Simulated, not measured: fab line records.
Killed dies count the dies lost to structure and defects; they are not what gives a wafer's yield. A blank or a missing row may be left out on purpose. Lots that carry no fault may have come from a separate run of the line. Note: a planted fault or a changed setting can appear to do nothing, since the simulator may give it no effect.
Split-lot study | flow berkeley-cmos170 | 23 wafers read from 5 lots, route of 331 steps

== ABOUT THE SPLIT ==
At UCB170_NLDD_EXPOSE_03 (exposes mask NSELECT, target cd 1200 nm), the setting dose-mj was moved away from the recipe's 30 on 10 of the 23 wafers read, by -4.7% to +5.5%. For the rest of the wafers, this setting stayed at what the recipe calls for.

== FROM THE SPLIT TO THE READING: what the file shows between them, 2 steps ==
- UCB170_NLDD_PEB_04
- UCB170_NLDD_DEVELOP_05: develop time 45 s

== THE READING ==
cd-nm, in nm, at UCB170_NLDD_CD_MEAS_06 (target cd 1200 nm). A value of 1199.6 nm with a standard deviation of 1.6 nm is what fault-free wafers of this fab line usually give.

wafer  | tool, chamber at the split | dose-mj as run | against the recipe | cd-nm, nm | against lot-mates on the recipe
L077.1 | krf-scanner-01, 0          | 28.8           | -4.0%              | 1191.3    | -7.2
L077.2 | krf-scanner-01, 0          | 28.8           | -4.0%              | 1189.2    | -9.3
L077.3 | krf-scanner-01, 0          | 28.8           | -4.0%              | 1190.9    | -7.6
L077.5 | krf-scanner-01, 0          | 30             | recipe             | 1199.5    | -
L077.6 | krf-scanner-01, 0          | 30             | recipe             | 1197.5    | -
L079.1 | krf-scanner-01, 0          | 30             | recipe             | 1199.4    | -
L079.3 | krf-scanner-01, 0          | 28.58          | -4.7%              | 1190.0    | -8.7
L079.4 | krf-scanner-01, 0          | 30             | recipe             | 1197.3    | -
L079.5 | krf-scanner-01, 0          | 28.58          | -4.7%              | 1188.4    | -10.3
L079.6 | krf-scanner-01, 0          | 30             | recipe             | 1199.3    | -
L081.1 | krf-scanner-02, 0          | 30             | recipe             | 1200.1    | -
L081.2 | krf-scanner-02, 0          | 31.18          | +3.9%              | 1206.6    | +7.0
L081.3 | krf-scanner-02, 0          | 31.18          | +3.9%              | 1206.5    | +6.9
L081.4 | krf-scanner-02, 0          | 31.18          | +3.9%              | 1205.6    | +6.0
L081.6 | krf-scanner-02, 0          | 30             | recipe             | 1199.1    | -
L084.2 | krf-scanner-02, 0          | 31.64          | +5.5%              | 1208.1    | +9.3
L084.3 | krf-scanner-02, 0          | 30             | recipe             | 1199.1    | -
L084.4 | krf-scanner-02, 0          | 30             | recipe             | 1199.1    | -
L084.5 | krf-scanner-02, 0          | 30             | recipe             | 1198.2    | -
L084.6 | krf-scanner-02, 0          | 31.64          | +5.5%              | 1207.9    | +9.1
L082.1 | krf-scanner-01, 0          | 30             | recipe             | 1200.0    | -
L082.3 | krf-scanner-01, 0          | 30             | recipe             | 1203.4    | -
L082.6 | krf-scanner-01, 0          | 30             | recipe             | 1201.3    | -

THE FIT
A straight line over all 23 wafers: cd-nm changes by +1.9 nm for each +1% of dose-mj; r = +0.97; the points scatter about the line by 1.5 nm.
The same after taking each lot's own level away (the mean of its wafers on the recipe; 23 wafers): +1.84 nm for each +1%; r = +0.99; scatter 0.95 nm.
Per that fit: largest dose-mj move, reading shift of 10 nm.
From 1198.50 to 1201.57 nm: that is the span of the lots' own levels, equal to 1.9 times the standard deviation above.
So the lot-to-lot level changes the slope little: the two slopes agree.
Check: +9.83 nm against its lot-mates is what the line predicts for one of the wafers moved furthest among these (+5.5%) when that wafer is left out of the fit. It came out at +9.3 nm against them.

== OTHER SPLITS ON THESE WAFERS ==
Before the reading, these wafers also passed through other splits. Each is held against what the fit with the lots' levels taken away leaves over:
other split on the same wafers      | wafers away from the commonest value | r with cd-nm (lot level and that fit taken away)
UCB170_NWELL_OXIDATION_01 temp-c    | 15                                   | +0.07
UCB170_PWELL_OXIDATION_02 ox-time-s | 15                                   | +0.04
UCB170_NVT_IMPLANT_07 dose-cm2      | 4                                    | -0.08
UCB170_GATE_OXIDATION_01 ox-time-s  | 15                                   | -0.09
UCB170_GATE_PEB_10 peb-temp-c       | 11                                   | -0.08
UCB170_PLDD_EXPOSE_03 dose-mj       | 4                                    | +0.25
UCB170_NLDD_COAT_01 spin-rpm        | 7                                    | +0.21

== FILE'S OWN FIT ==
cd-nm changes by +1.83 nm for each +1% of dose-mj, r = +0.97.
